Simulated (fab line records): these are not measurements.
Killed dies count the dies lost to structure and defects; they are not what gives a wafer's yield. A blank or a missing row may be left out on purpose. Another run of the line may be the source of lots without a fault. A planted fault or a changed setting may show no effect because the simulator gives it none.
fab line records ; flow berkeleyCmos170
[record] lots = 14; wafers = 42; lastDay = 11
route steps=331 shown NSD@197 CONTACT@218 M2@290 M3@327
lots with no fault: from the same line, run without faults
startH: the number of hours between the record's first day and the start of the first shown wafer of the lot ; waitH: how many hours have passed since the lot's step before this one ; " same as the row above ; L1.1+2: several wafers, shown together as one row ; - no value present, or no start provided ; * or withheld: withheld ; < > ~ a bound
route shown NAME@n: a module of which the file shows steps, and the number in the route of the first ; usual: mean/standard deviation of fault-free wafers ; same: alike in all rows ; chamber/n: place in a boat ; sites: readings site by site ; _std_site: the standard deviation of these ; _edge_site: inner sites' mean taken away from outer sites' mean ; radiusMm: how far each site lies from the wafer's centre ; mask NAME#n: copy n ; behind: the most recent tool/chamber to have shaped the wafer ; hold: the reason the lot was held/the length of the hold in hours/how it ended ; device: the transistor (n, p or np) that didn't switch ; end of line: the route-end tests of the same wafers ; a step with no rows: only its recipe ; killed: count of dies lost to structure and defects at first sort (not the wafer's yield) ; map: per-die view of a wafer (x killed, . not killed, _ where there is no die)
set.NAME: the setting as run; set.NAME@STEP: as run at that earlier step ; model.NAME: the simulator's own value behind a step, which no gauge read
route steps across a sampled set of lots; one table per step, one row per wafer
services: from which hour (startH, from the record's first day; less than 0 if before it) a tool's chamber was out of use, for how many hours, and why
[[steps]]
[step UCB170_NSD_TW_MEAS_10]
[usual] NSD_TW = 4161/33
lot.wafer;tool;chamber;startH;waitH;NSD_TW
L719.1;filmMetro-03;-;132.58;0.1;4203
L719.2;filmMetro-03;-;132.58;0.1;4241
L719.5;filmMetro-03;-;132.58;0.1;4227
L718.1;filmMetro-02;-;132.76;0.1;4090
L718.3;filmMetro-02;-;132.76;0.1;4142
L718.5;filmMetro-02;-;132.76;0.1;4108
L720.3;filmMetro-02;-;146.65;0.1;4131
L720.5;filmMetro-02;-;146.65;0.1;4126
L720.6;filmMetro-02;-;146.65;0.1;4129
L721.2;filmMetro-03;-;156.96;0.1;4200
L721.4;filmMetro-03;-;156.96;0.1;4174
L721.6;filmMetro-03;-;156.96;0.1;4160
L722.2;filmMetro-01;-;162.97;0.1;4203
L722.4;filmMetro-01;-;162.97;0.1;4184
L722.5;filmMetro-01;-;162.97;0.1;4181
L724.1;filmMetro-02;-;175.91;0.1;4151
L724.3;filmMetro-02;-;175.91;0.1;4141
L724.6;filmMetro-02;-;175.91;0.1;4128
L725.1;filmMetro-03;-;192.30;0.1;4177
L725.3;filmMetro-03;-;192.30;0.1;4193
L725.5;filmMetro-03;-;192.30;0.1;4176
L727.3;filmMetro-02;-;192.59;0.1;4112
L727.4;filmMetro-02;-;192.59;0.1;4129
L727.5;filmMetro-02;-;192.59;0.1;4119
L728.3;filmMetro-03;-;194.52;0.1;4218
L728.4;filmMetro-03;-;194.52;0.1;4193
L728.6;filmMetro-03;-;194.52;0.1;4190
L729.2;filmMetro-03;-;194.79;0.1;4193
L729.4;filmMetro-03;-;194.79;0.1;4185
L729.5;filmMetro-03;-;194.79;0.1;4181
L731.1;filmMetro-01;-;202.56;0.1;4187
L731.4;filmMetro-01;-;202.56;0.1;4188
L731.5;filmMetro-01;-;202.56;0.1;4201
L732.2;filmMetro-02;-;220.74;0.1;4141
L732.3;filmMetro-02;-;220.74;0.1;4133
L732.5;filmMetro-02;-;220.74;0.1;4153
L736.3;filmMetro-01;-;230.65;0.1;4175
L736.4;filmMetro-01;-;230.65;0.1;4137
L736.5;filmMetro-01;-;230.65;0.1;4155
L739.2;filmMetro-03;-;241.28;0.1;4189
L739.5;filmMetro-03;-;241.28;0.1;4167
L739.6;filmMetro-03;-;241.28;0.1;4197
[step UCB170_CONTACT_THK_MEAS_02]
[recipe] reads = PSG_of_CONTACT_CVD_01
[usual] CONTACT_PSG_THK = 697/6.4
lot.wafer;tool;chamber;startH;waitH;CONTACT_PSG_THK[nm]
L719.1;filmMetro-02;-;137.09;0.0;709
L719.2;filmMetro-02;-;137.09;0.0;702
L719.5;filmMetro-02;-;137.09;0.0;702
L718.1;filmMetro-02;-;137.15;0.1;700
L718.3;filmMetro-02;-;137.15;0.1;700
L718.5;filmMetro-02;-;137.15;0.1;693
L720.3;filmMetro-04;-;150.60;0.0;691
L720.5;filmMetro-04;-;150.60;0.0;691
L720.6;filmMetro-04;-;150.60;0.0;696
L721.2;filmMetro-04;-;162.60;0.0;704
L721.4;filmMetro-04;-;162.60;0.0;707
L721.6;filmMetro-04;-;162.60;0.0;700
L722.2;filmMetro-04;-;170.57;0.0;683
L722.4;filmMetro-04;-;170.57;0.0;680
L722.5;filmMetro-04;-;170.57;0.0;685
L724.1;filmMetro-03;-;179.90;0.0;696
L724.3;filmMetro-03;-;179.90;0.0;698
L724.6;filmMetro-03;-;179.90;0.0;703
L725.1;filmMetro-03;-;196.63;0.0;706
L725.3;filmMetro-03;-;196.63;0.0;708
L725.5;filmMetro-03;-;196.63;0.0;705
L727.3;filmMetro-03;-;197.16;0.0;693
L727.4;filmMetro-03;-;197.16;0.0;695
L727.5;filmMetro-03;-;197.16;0.0;693
L728.3;filmMetro-04;-;198.95;0.0;701
L728.4;filmMetro-04;-;198.95;0.0;702
L728.6;filmMetro-04;-;198.95;0.0;701
L729.2;filmMetro-03;-;200.35;0.0;691
L729.4;filmMetro-03;-;200.35;0.0;697
L729.5;filmMetro-03;-;200.35;0.0;688
L731.1;filmMetro-02;-;207.82;0.0;692
L731.4;filmMetro-02;-;207.82;0.0;696
L731.5;filmMetro-02;-;207.82;0.0;699
L732.2;filmMetro-04;-;225.06;0.0;698
L732.3;filmMetro-04;-;225.06;0.0;691
L732.5;filmMetro-04;-;225.06;0.0;695
L736.3;filmMetro-02;-;234.55;0.0;702
L736.4;filmMetro-02;-;234.55;0.0;692
L736.5;filmMetro-02;-;234.55;0.0;700
L739.2;filmMetro-04;-;245.64;0.0;704
L739.5;filmMetro-04;-;245.64;0.0;708
L739.6;filmMetro-04;-;245.64;0.0;708
[step UCB170_M2_STRIP_19]
[recipe] chemistry = O2; powerW = 400; pressureMtorr = 3500; platenTempC = withheld; o2FlowSccm = 400; overashFraction = 0.5
[usual] drypumpMotorCurrentA = 6.0/0.54; o2FlowSccm = 400.2/1.2; oesProductAu = 0.537/0.015
lot.wafer;tool;chamber;startH;waitH;drypumpMotorCurrentA;o2FlowSccm;oesProductAu;rfHoursCounterH
L719.1;plasmaAsher-02;1;153.32;0.1;6.4;400.8;0.536;1
L719.2;plasmaAsher-02;0;153.32;0.1;5.5;398.0;0.546;1
L719.5;plasmaAsher-02;0;153.32;0.1;5.6;398.9;0.535;-
L718.1;plasmaAsher-04;1;153.91;0.1;6.6;397.6;0.530;48
L718.3;plasmaAsher-04;0;153.91;0.1;6.6;398.7;0.556;-
L718.5;plasmaAsher-04;0;153.91;0.1;6.6;399.7;0.553;-
L720.3;plasmaAsher-04;1;168.56;0.1;6.5;398.7;0.534;-
L720.5;plasmaAsher-04;1;168.56;0.1;6.6;396.3;0.530;-
L720.6;plasmaAsher-04;0;168.56;0.1;6.6;399.6;0.532;-
L721.2;plasmaAsher-03;0;178.86;0.1;5.1;400.4;0.537;45
L721.4;plasmaAsher-03;1;178.86;0.1;5.7;401.3;0.530;-
L721.6;plasmaAsher-03;1;178.86;0.1;5.7;399.7;0.545;-
L722.2;plasmaAsher-02;0;185.41;0.1;5.6;400.1;0.552;5
L722.4;plasmaAsher-02;1;185.41;0.1;6.4;398.4;0.557;-
L722.5;plasmaAsher-02;1;185.41;0.1;6.5;398.9;0.560;-
L724.1;plasmaAsher-02;1;195.87;0.1;6.5;399.2;0.536;6
L724.3;plasmaAsher-02;0;195.87;0.1;5.6;401.1;0.549;-
L724.6;plasmaAsher-02;0;195.87;0.1;5.6;401.1;0.561;-
L727.3;plasmaAsher-04;0;209.89;0.1;6.6;399.5;0.498;-
L727.4;plasmaAsher-04;1;209.89;0.1;6.5;401.9;0.538;-
L727.5;plasmaAsher-04;1;209.89;0.1;6.5;401.6;0.536;-
L725.1;plasmaAsher-04;1;210.72;0.1;6.6;399.2;0.542;54
L725.3;plasmaAsher-04;0;210.72;0.1;6.5;399.7;0.552;-
L725.5;plasmaAsher-04;0;210.72;0.1;6.5;399.4;0.545;-
L729.2;plasmaAsher-03;1;216.28;0.1;5.8;400.1;0.535;49
L729.4;plasmaAsher-03;1;216.28;0.1;5.7;400.8;0.533;-
L729.5;plasmaAsher-03;0;216.28;0.1;5.1;400.9;0.533;-
L728.3;plasmaAsher-04;0;216.61;0.1;6.5;401.0;0.526;-
L728.4;plasmaAsher-04;1;216.61;0.1;6.5;403.1;0.563;-
L728.6;plasmaAsher-04;1;216.61;0.1;6.5;401.6;0.545;-
L731.1;plasmaAsher-03;0;222.89;0.1;5.1;399.7;0.557;50
L731.4;plasmaAsher-03;1;222.89;0.1;5.7;400.2;0.524;-
L731.5;plasmaAsher-03;0;222.89;0.1;5.1;400.5;0.569;-
L732.2;plasmaAsher-04;0;239.32;0.2;6.5;400.7;0.536;57
L732.3;plasmaAsher-04;0;239.32;0.2;6.6;397.7;0.529;-
L732.5;plasmaAsher-04;0;239.32;0.2;6.5;398.0;0.540;-
L736.3;plasmaAsher-02;0;249.21;0.2;5.6;401.1;0.529;-
L736.4;plasmaAsher-02;1;249.21;0.2;6.4;400.3;0.532;-
L736.5;plasmaAsher-02;1;249.21;0.2;6.4;400.1;0.535;-
L739.2;plasmaAsher-02;0;259.80;0.1;5.5;399.3;0.531;13
L739.5;plasmaAsher-02;1;259.80;0.1;6.4;399.5;0.556;-
L739.6;plasmaAsher-02;0;259.80;0.1;5.6;398.1;0.536;-
[step UCB170_M3_METAL_ETCH_18]
[recipe] chemistry = Cl2/BCl3; target = Al; stopOn = SiO2; pressureMtorr = 12; targetDepthA = 11700; overEtchFrac = 0.3; timeS = 195; icpW = 600; biasW = 120; Cl2_flow_sccm = 90; bcl3FlowSccm = 45
[usual] bcl3FlowSccm = 45.00/0.14; biasW = 120.0/0.39; drypumpMotorCurrentA = 5.48/0.26; oesProductAu = 0.869/0.017; rfFwdPowerW = 598.5/1.8; throttleValvePct = 24.33/0.23
lot.wafer;tool;chamber;startH;waitH;bcl3FlowSccm;biasW;drypumpMotorCurrentA;oesProductAu;rfFwdPowerW;rfHoursCounterH;throttleValvePct
L719.1;rieMetal-01;1;158.38;-;45.21;119.8;5.51;0.881;599.6;7;24.30
L719.2;rieMetal-01;0;158.38;-;44.94;120.4;5.21;0.880;597.2;2;24.00
L719.5;rieMetal-01;1;158.38;-;45.16;119.7;5.51;0.885;598.7;-;24.31
L718.1;rieMetal-04;1;159.66;-;45.06;119.9;5.61;0.860;601.4;8;24.55
L718.3;rieMetal-04;0;159.66;-;45.38;120.5;5.29;0.824;597.7;-;24.34
L718.5;rieMetal-04;1;159.66;-;45.00;119.9;5.62;0.872;598.2;-;24.54
L720.3;rieMetal-01;0;173.29;-;45.02;120.7;5.17;0.892;598.9;-;24.00
L720.5;rieMetal-01;1;173.29;-;44.87;120.7;5.51;0.886;596.0;-;24.30
L720.6;rieMetal-01;0;173.29;-;44.90;120.4;5.19;0.888;599.7;-;24.00
L721.2;rieMetal-01;0;183.56;-;45.14;120.0;5.19;0.882;601.7;3;24.00
L721.4;rieMetal-01;1;183.56;-;44.70;120.2;5.51;0.888;599.0;-;24.30
L721.6;rieMetal-01;0;183.56;-;45.04;120.5;5.21;0.872;601.6;-;24.02
L722.2;rieMetal-04;1;193.85;-;45.16;119.6;5.60;0.875;599.1;9;24.56
L722.4;rieMetal-04;1;193.85;-;45.05;119.7;5.59;0.872;594.6;-;24.54
L722.5;rieMetal-04;1;193.85;-;45.03;119.9;5.60;0.874;598.6;-;24.54
L724.1;rieMetal-04;1;201.18;-;45.10;120.4;5.60;0.881;600.8;9;24.57
L724.3;rieMetal-04;1;201.18;-;44.88;120.7;5.58;0.878;599.7;-;24.55
L724.6;rieMetal-04;0;201.18;-;44.98;119.6;5.30;0.869;597.5;-;24.60
L727.3;rieMetal-01;1;216.96;-;44.93;119.9;5.52;0.887;601.1;-;24.30
L727.4;rieMetal-01;0;216.96;-;44.90;120.2;5.18;0.879;596.6;-;24.00
L727.5;rieMetal-01;1;216.96;-;44.87;120.2;5.52;0.880;597.0;-;24.30
L725.1;rieMetal-04;0;218.08;-;44.91;120.2;5.30;0.853;599.7;1;24.60
L725.3;rieMetal-04;1;218.08;-;44.63;120.6;5.60;0.875;597.5;-;24.56
L725.5;rieMetal-04;0;218.08;-;44.94;119.9;5.30;0.864;596.5;-;24.59
L729.2;rieMetal-01;1;223.58;-;45.22;120.0;5.54;0.883;598.3;8;24.31
L729.4;rieMetal-01;0;223.58;-;44.66;120.7;5.20;0.888;597.5;-;24.00
L729.5;rieMetal-01;0;223.58;-;44.91;120.7;5.18;0.882;598.5;-;24.00
L728.3;rieMetal-04;1;224.24;-;45.12;120.3;5.61;0.872;598.7;-;24.53
L728.4;rieMetal-04;0;224.24;-;44.79;120.2;5.31;0.864;593.9;-;24.60
L728.6;rieMetal-04;1;224.24;-;45.14;120.0;5.63;0.868;599.0;-;24.54
L731.1;rieMetal-01;0;227.86;-;44.95;120.1;5.18;0.874;598.4;4;24.00
L731.4;rieMetal-01;1;227.86;-;45.07;119.9;5.53;0.876;597.9;-;24.29
L731.5;rieMetal-01;1;227.86;-;45.09;119.8;5.55;0.881;597.8;-;24.31
L732.2;rieMetal-01;0;244.57;-;44.96;121.1;5.21;0.881;601.8;5;24.00
L732.3;rieMetal-01;0;244.57;-;45.01;120.6;5.19;0.889;601.2;-;23.99
L732.5;rieMetal-01;1;244.57;-;45.05;120.6;5.51;0.872;598.9;-;24.31
L736.3;rieMetal-01;1;255.44;-;44.98;119.4;5.52;0.887;599.0;-;24.29
L736.4;rieMetal-01;0;255.44;-;44.83;125.1;5.16;0.873;600.9;-;24.00
L736.5;rieMetal-01;0;255.44;-;44.87;125.4;5.17;0.892;599.3;-;24.00
L739.2;rieMetal-01;1;265.13;-;44.98;119.0;5.51;0.893;599.1;10;24.29
L739.5;rieMetal-01;1;265.13;-;44.97;120.0;5.51;0.885;597.8;-;24.30
L739.6;rieMetal-01;0;265.13;-;45.06;124.7;5.17;0.880;598.3;-;24.01
[[services]]
tool;chamber;startH;hours;kind
plasmaAsher-02;-;132.36;2.8;pm
plasmaAsher-02;0;132.36;-;clean
plasmaAsher-02;1;132.36;-;clean
plasmaAsher-04;-;142.12;0.9;repair
plasmaAsher-02;-;149.18;1.8;repair
rieMetal-04;0;169.75;-;clean
rieMetal-04;0;169.75;19.6;scheduledDown
rieMetal-04;0;169.75;19.6;ventCycle
rieMetal-01;-;233.35;2.8;pm
[[key]]
[firstSign] step = UCB170_M3_METAL_ETCH_18; reading = biasW; direction = up; sigmas = 13; usual = 120.0; struck = 125.1
effect none on later readings
metAt UCB170_M3_METAL_ETCH_18
struckLots L736,L739
struckWafers L736.4,L736.5,L739.6
notActingAt UCB170_NSD_TW_MEAS_10,UCB170_CONTACT_THK_MEAS_02,UCB170_M2_STRIP_19
onsetBetween 244.57 255.44
[fault] kind = processParameterDrift; tool = rieMetal-01; chamber = 0; onsetH = 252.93; steps = UCB170_M3_METAL_ETCH_18; channel = biasW; offset = 4.8103; shape = step; endH = 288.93; actsIn = theseRecipesOnly; stated = 120
